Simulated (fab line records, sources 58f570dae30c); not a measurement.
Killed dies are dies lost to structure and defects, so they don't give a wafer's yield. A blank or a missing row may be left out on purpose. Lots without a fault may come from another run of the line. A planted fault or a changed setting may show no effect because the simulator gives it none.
A struck lot beside a sound one | flow berkeley_cmos170 | 15 steps out of a route of 331
Sound: wafers L290.1, L290.2, L290.6. Struck: wafers L296.1, L296.3, L296.6. The cause comes at the end.
At each step with rows: each side's tool, then ch and its chambers, then its first start. Under that, the readings that differ: sound wafers | struck wafers | difference of the means | sigmas: that difference in standard deviations of wafers without a fault.
alike: readings whose means differ by less than 2 such deviations, and words and numbers that are the same on both sides. not compared: withheld readings, readings that some wafer has no value for, bounds like >300 that may hide the same value, and numbers for which the record gives no deviation and whose values overlap.
The two part at a step that has a row with sigmas, a row that says differs or no value, or rows on one side only. Numbers that don't overlap but have no deviation are shown without sigmas and don't part them. A reading that every wafer of one side lacks parts them only if that side has two wafers or more.

first, 2 steps without rows for these wafers: UCB170_M2_COAT_05 (resist thk 900 nm); UCB170_M2_SOFTBAKE_06 (time 60 s).
UCB170_M2_STRIP_07: strips in O2.
  sound on plasma_asher-03 ch 0,1, day 9 21:42; struck on plasma_asher-03 ch 0,1, day 11 06:38
  alike: drypump_motor_current_A, oes_product_au, strip_time_to_endpoint_s
  not compared: rf_hours_counter_h
then, 7 steps without rows for these wafers: UCB170_M2_STRIP_08 (strips KrF in DMSO, time 600 s); UCB170_M2_COAT_09; UCB170_M2_COAT_10 (resist thk 900 nm); UCB170_M2_SOFTBAKE_11 (time 60 s); UCB170_M2_EXPOSE_12 (exposes mask METAL2, target cd 700 nm); UCB170_M2_PEB_13; UCB170_M2_DEVELOP_14 (develop time 45 s).
UCB170_M2_CD_MEAS_15: target cd 700 nm.
  sound on cd_sem-02, day 10 00:56; struck on cd_sem-02, day 11 07:55
  alike: cd_nm
UCB170_M2_OVL_MEAS_16:
  sound on overlay-01, day 10 01:04; struck on overlay-01, day 11 08:02
  alike: M2_OVL
UCB170_M2_ETCH_17: etches BARC in N2/H2.
  sound on rie_diel-04 ch 1,2,3, day 10 01:06; struck on rie_diel-01 ch 1,2,3, day 11 08:05
  reading               | sound             | struck            | difference | sigmas
  oes_product_au (a.u.) | 0.992 0.988 0.990 | 0.897 0.880 0.916 | -0.092     | -5
  alike: drypump_motor_current_A, throttle_valve_pct
UCB170_M2_METAL_ETCH_18: etches Al in Cl2/BCl3, stops on SiO2, target depth 1170 nm, time 195 s.
  sound on rie_metal-04 ch 0,1, day 10 01:08; struck on rie_metal-01 ch 0,1, day 11 08:07
  alike: drypump_motor_current_A, oes_product_au, throttle_valve_pct
  not compared: rf_hours_counter_h
UCB170_M3_PROBE_99:
  the record has rows for the sound wafers here (prober-02, day 10 09:51) and none for the struck ones

WHERE THEY PART
First at UCB170_M2_ETCH_17; last, within this record, at UCB170_M3_PROBE_99.

WHY: what the simulator had put in
Process parameter drift: rie_diel-01, from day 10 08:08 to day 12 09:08, at UCB170_M2_ETCH_17. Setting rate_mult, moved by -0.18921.
